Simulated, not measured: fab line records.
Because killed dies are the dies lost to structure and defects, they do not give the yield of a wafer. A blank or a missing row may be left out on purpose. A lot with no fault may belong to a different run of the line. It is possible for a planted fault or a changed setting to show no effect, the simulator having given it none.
Which tool was responsible? + flow berkeley-cmos170 + Sampling: 15 lots, 45 wafers, 6 of 331 route steps

== WHAT THE GAUGES READ, wafer by wafer ==
UCB170_NWELL_OVL_MEAS_12. Usual: NWELL_OVL typically reads 4 nm, with standard deviation 6.1.
| lot  | measured    | on         | NWELL_OVL (nm) | flag |
|------|-------------|------------|----------------|------|
| L431 | day 2 11:37 | overlay-01 | 1 7 4          |      |
| L430 | day 2 11:50 | overlay-02 | -6 4 -3        |      |
| L432 | day 3 01:17 | overlay-02 | 8 -1 -6        |      |
| L433 | day 3 07:54 | overlay-01 | 3 -6 2         |      |
| L434 | day 3 14:01 | overlay-02 | -3 -11 9       |      |
| L435 | day 3 14:05 | overlay-02 | 17 1 14        |      |
| L437 | day 3 21:40 | overlay-02 | 3 3 3          |      |
| L438 | day 4 05:37 | overlay-02 | 7 4 10         |      |
| L439 | day 4 05:54 | overlay-01 | 3 5 -1         |      |
| L440 | day 4 22:02 | overlay-01 | -1 2 4         |      |
| L441 | day 4 22:09 | overlay-01 | 3 10 9         |      |
| L445 | day 5 17:25 | overlay-02 | -10 -10 -5     |      |
| L447 | day 6 02:07 | overlay-01 | 3 12 7         |      |
| L450 | day 6 20:40 | overlay-01 | 3 5 12         |      |
| L453 | day 7 04:30 | overlay-01 | 1 4 -3         |      |

UCB170_GATE_THK_MEAS_05. Usual: GATE_POLY_THK typically reads 214.2 nm, with standard deviation 1.9.
| lot  | measured     | on            | GATE_POLY_THK (nm) | flag |
|------|--------------|---------------|--------------------|------|
| L431 | day 7 01:05  | film-metro-01 | 213.5 214.5 214.7  |      |
| L430 | day 7 01:04  | film-metro-02 | 213.4 213.5 213.2  |      |
| L432 | day 7 12:49  | film-metro-02 | 215.5 216.1 216.7  |      |
| L433 | day 8 02:57  | film-metro-01 | 212.9 213.3 215.5  |      |
| L434 | day 8 02:58  | film-metro-02 | 213.2 212.7 214.1  |      |
| L435 | day 8 02:57  | film-metro-04 | 215.1 213.5 212.4  |      |
| L437 | day 8 16:14  | film-metro-02 | 215.5 216.6 218.4  |      |
| L438 | day 9 00:56  | film-metro-04 | 213.1 213.8 212.9  |      |
| L439 | day 9 00:56  | film-metro-02 | 210.4 212.9 210.0  |      |
| L440 | day 10 00:28 | film-metro-04 | 431.0 428.5 431.3  | OFF  |
| L441 | day 9 22:53  | film-metro-02 | 214.5 213.5 214.9  |      |
| L445 | day 10 04:04 | film-metro-04 | 215.7 216.7 215.7  |      |
| L447 | day 11 04:08 | film-metro-02 | 426.3 425.2 427.2  | OFF  |
| L450 | day 11 14:16 | film-metro-02 | 431.5 428.1 431.8  | OFF  |
| L453 | day 11 21:05 | film-metro-02 | 216.2 214.3 214.1  |      |

UCB170_V2_BOW_MEAS_03. Usual: V2_BOW typically reads 38 um, with standard deviation 7.2.
| lot  | measured     | on            | V2_BOW (um) | flag |
|------|--------------|---------------|-------------|------|
| L431 | day 8 14:37  | film-metro-04 | 60 38 40    |      |
| L430 | day 8 14:55  | film-metro-01 | 39 28 37    |      |
| L432 | day 8 23:35  | film-metro-01 | 44 39 31    |      |
| L433 | day 9 13:11  | film-metro-02 | 32 52 35    |      |
| L434 | day 9 13:23  | film-metro-04 | 40 50 33    |      |
| L435 | day 9 13:04  | film-metro-01 | 42 38 28    |      |
| L437 | day 10 02:55 | film-metro-01 | 29 33 32    |      |
| L438 | day 10 14:40 | film-metro-01 | 39 44 40    |      |
| L439 | day 10 09:48 | film-metro-04 | 30 36 43    |      |
| L441 | day 11 11:23 | film-metro-04 | 41 42 41    |      |
| L445 | day 11 15:10 | film-metro-01 | 29 35 26    |      |
| L453 | day 13 10:11 | film-metro-02 | 39 40 40    |      |

== WHAT TOOL EACH LOT RAN ON (gives the tool, then ch and the chambers of the sampled wafers, and finally the start) ==
| lot  | UCB170_GATE_CVD_04          | UCB170_GATE_ETCH_15              | UCB170_V1_STRIP_15                   |
|------|-----------------------------|----------------------------------|--------------------------------------|
| L431 | lpcvd-01 ch 1, day 6 23:36  | rie-si-02 ch 0,2, day 7 02:55    | plasma-asher-01 ch 0,1, day 8 11:14  |
| L430 | lpcvd-01 ch 1, day 6 23:36  | rie-si-01 ch 1,2,3, day 7 03:03  | plasma-asher-03 ch 0,1, day 8 11:28  |
| L432 | lpcvd-02 ch 0, day 7 11:24  | rie-si-02 ch 0,3, day 7 14:34    | plasma-asher-01 ch 0,1, day 8 20:05  |
| L433 | lpcvd-02 ch 1, day 8 01:33  | rie-si-01 ch 1,2,3, day 8 04:03  | plasma-asher-01 ch 0,1, day 9 09:24  |
| L434 | lpcvd-02 ch 0, day 8 01:33  | rie-si-01 ch 0,1,3, day 8 04:50  | plasma-asher-03 ch 0,1, day 9 10:00  |
| L435 | lpcvd-02 ch 0, day 8 01:33  | rie-si-02 ch 0,2,3, day 8 04:46  | plasma-asher-01 ch 0,1, day 9 09:46  |
| L437 | lpcvd-02 ch 0, day 8 14:50  | rie-si-01 ch 0,3, day 8 17:37    | plasma-asher-02 ch 0,1, day 9 23:23  |
| L438 | lpcvd-02 ch 0, day 8 23:31  | rie-si-01 ch 0,2, day 9 02:43    | plasma-asher-02 ch 0,1, day 10 09:43 |
| L439 | lpcvd-02 ch 0, day 8 23:31  | rie-si-02 ch 0,1,3, day 9 02:22  | plasma-asher-02 ch 0,1, day 10 05:23 |
| L440 | lpcvd-01 ch 0, day 9 21:29  | rie-si-02 ch 1,3, day 10 01:39   | -                                    |
| L441 | lpcvd-01 ch 1, day 9 21:29  | rie-si-01 ch 1,2, day 10 00:21   | plasma-asher-03 ch 0, day 11 06:39   |
| L445 | lpcvd-02 ch 1, day 10 02:39 | rie-si-01 ch 1,2, day 10 05:38   | plasma-asher-02 ch 1, day 11 11:27   |
| L447 | lpcvd-01 ch 1, day 10 23:25 | rie-si-01 ch 0,2,3, day 11 07:38 | -                                    |
| L450 | lpcvd-02 ch 0, day 11 09:55 | rie-si-02 ch 0,1,2, day 11 15:34 | -                                    |
| L453 | lpcvd-02 ch 1, day 11 18:59 | rie-si-02 ch 1,2,3, day 11 22:31 | plasma-asher-03 ch 0,1, day 13 06:19 |
- UCB170_GATE_CVD_04: deposits poly-Si from SiH4, time 1440 s, target thk 214 nm.
- UCB170_GATE_ETCH_15: etches poly-Si in HBr/Cl2, stops on SiO2, time 56.3 s, target depth 278.2 nm.
- UCB170_V1_STRIP_15: strips in O2.

== AS READ BY THE TOOLS THEMSELVES (means over the sampled wafers that have a number; for cases with no such wafer, the mark the record gives instead) ==
UCB170_GATE_CVD_04. Usual: 633.1 C for spike-tc-load-C, sd 1.6.
| lot  | tool     | spike-tc-load-C (C) | flag |
|------|----------|---------------------|------|
| L431 | lpcvd-01 | 631.8               |      |
| L430 | lpcvd-01 | 632.1               |      |
| L432 | lpcvd-02 | 635.6               |      |
| L433 | lpcvd-02 | 631.7               |      |
| L434 | lpcvd-02 | 635.0               |      |
| L435 | lpcvd-02 | 634.3               |      |
| L437 | lpcvd-02 | 634.1               |      |
| L438 | lpcvd-02 | 634.5               |      |
| L439 | lpcvd-02 | 635.1               |      |
| L440 | lpcvd-01 | 632.3               |      |
| L441 | lpcvd-01 | 632.0               |      |
| L445 | lpcvd-02 | 631.4               |      |
| L447 | lpcvd-01 | 633.4               |      |
| L450 | lpcvd-02 | 634.7               |      |
| L453 | lpcvd-02 | 631.7               |      |

UCB170_GATE_ETCH_15. Usual: drypump-motor-current-A 5.4 A, standard deviation 0.48; oes-product-au 0.830 a.u., standard deviation 0.014; rf-fwd-power-W 297.1 W, standard deviation 1.3; throttle-valve-pct 26.46 %, standard deviation 0.24.
| lot  | tool      | drypump-motor-current-A (A) | oes-product-au (a.u.) | rf-fwd-power-W (W) | throttle-valve-pct (%) | flag |
|------|-----------|-----------------------------|-----------------------|--------------------|------------------------|------|
| L431 | rie-si-02 | 5.2                         | 0.836                 | 296.0              | 26.36                  |      |
| L430 | rie-si-01 | 5.2                         | 0.829                 | 297.1              | 26.52                  |      |
| L432 | rie-si-02 | 5.4                         | 0.830                 | 296.1              | 26.27                  |      |
| L433 | rie-si-01 | 5.2                         | 0.828                 | 296.6              | 26.51                  |      |
| L434 | rie-si-01 | 5.2                         | 0.835                 | 296.8              | 26.38                  |      |
| L435 | rie-si-02 | 5.2                         | 0.827                 | 297.3              | 26.46                  |      |
| L437 | rie-si-01 | 5.1                         | 0.849                 | 296.1              | 26.19                  |      |
| L438 | rie-si-01 | 6.0                         | 0.818                 | 295.8              | 26.70                  |      |
| L439 | rie-si-02 | 5.5                         | 0.820                 | 297.8              | 26.36                  |      |
| L440 | rie-si-02 | 5.6                         | 0.991                 | 297.8              | 26.43                  | OFF  |
| L441 | rie-si-01 | 5.6                         | 0.819                 | 297.1              | 26.76                  |      |
| L445 | rie-si-01 | 5.3                         | 0.842                 | 296.5              | 26.71                  |      |
| L447 | rie-si-01 | 5.6                         | 0.996                 | 296.7              | 26.42                  | OFF  |
| L450 | rie-si-02 | 5.3                         | 1.002                 | 298.1              | 26.46                  | OFF  |
| L453 | rie-si-02 | 5.4                         | 0.832                 | 298.0              | 26.54                  |      |

UCB170_V1_STRIP_15. Usual: drypump-motor-current-A 5.53 A, standard deviation 0.29; oes-product-au 0.722 a.u., standard deviation 0.0046; strip-time-to-endpoint-s 15.37 s, standard deviation 0.085.
| lot  | tool            | drypump-motor-current-A (A) | oes-product-au (a.u.) | strip-time-to-endpoint-s (s) | flag |
|------|-----------------|-----------------------------|-----------------------|------------------------------|------|
| L431 | plasma-asher-01 | 5.25                        | 0.721                 | 15.45                        |      |
| L430 | plasma-asher-03 | 5.89                        | 0.728                 | 15.28                        |      |
| L432 | plasma-asher-01 | 5.28                        | 0.725                 | 15.36                        |      |
| L433 | plasma-asher-01 | 5.25                        | 0.722                 | 15.36                        |      |
| L434 | plasma-asher-03 | 5.67                        | 0.719                 | 15.41                        |      |
| L435 | plasma-asher-01 | 5.47                        | 0.719                 | 15.39                        |      |
| L437 | plasma-asher-02 | 5.52                        | 0.721                 | 15.27                        |      |
| L438 | plasma-asher-02 | 5.51                        | 0.722                 | 15.32                        |      |
| L439 | plasma-asher-02 | 5.51                        | 0.718                 | 15.31                        |      |
| L441 | plasma-asher-03 | 5.45                        | 0.722                 | 15.22                        |      |
| L445 | plasma-asher-02 | 5.44                        | 0.720                 | 15.28                        |      |
| L453 | plasma-asher-03 | 5.66                        | 0.719                 | 15.38                        |      |

== THE ANSWER, worked out from the rows above alone ==
Rule: take the mean of a lot's wafers that have a number; if it is more than 3 standard deviations from the usual mean, the lot is off. Also off: a lot with no number at a reading for which 4 or more lots have one. The other lots that the step has rows for count as sound. The gauges are gone through in route order, then the tools' own readings, and for those a lot's mean is taken as printed above. The first step at which some lot is off is used, and at that step the reading that is off furthest; a lot without a number counts as furthest.
Off: L440, L447, L450, at UCB170_GATE_THK_MEAS_05 (GATE_POLY_THK).
If a tool, at a process step before that reading, ran all the lots that are off and no sound lot after the first of them, it fits. The gauges at UCB170_GATE_THK_MEAS_05 aren't tried: what is off there is off at UCB170_GATE_ETCH_15 too, on other tools, and a gauge's error can't cause that. None of those tried fits.

== WHAT WAS PUT IN BY THE SIMULATOR ==
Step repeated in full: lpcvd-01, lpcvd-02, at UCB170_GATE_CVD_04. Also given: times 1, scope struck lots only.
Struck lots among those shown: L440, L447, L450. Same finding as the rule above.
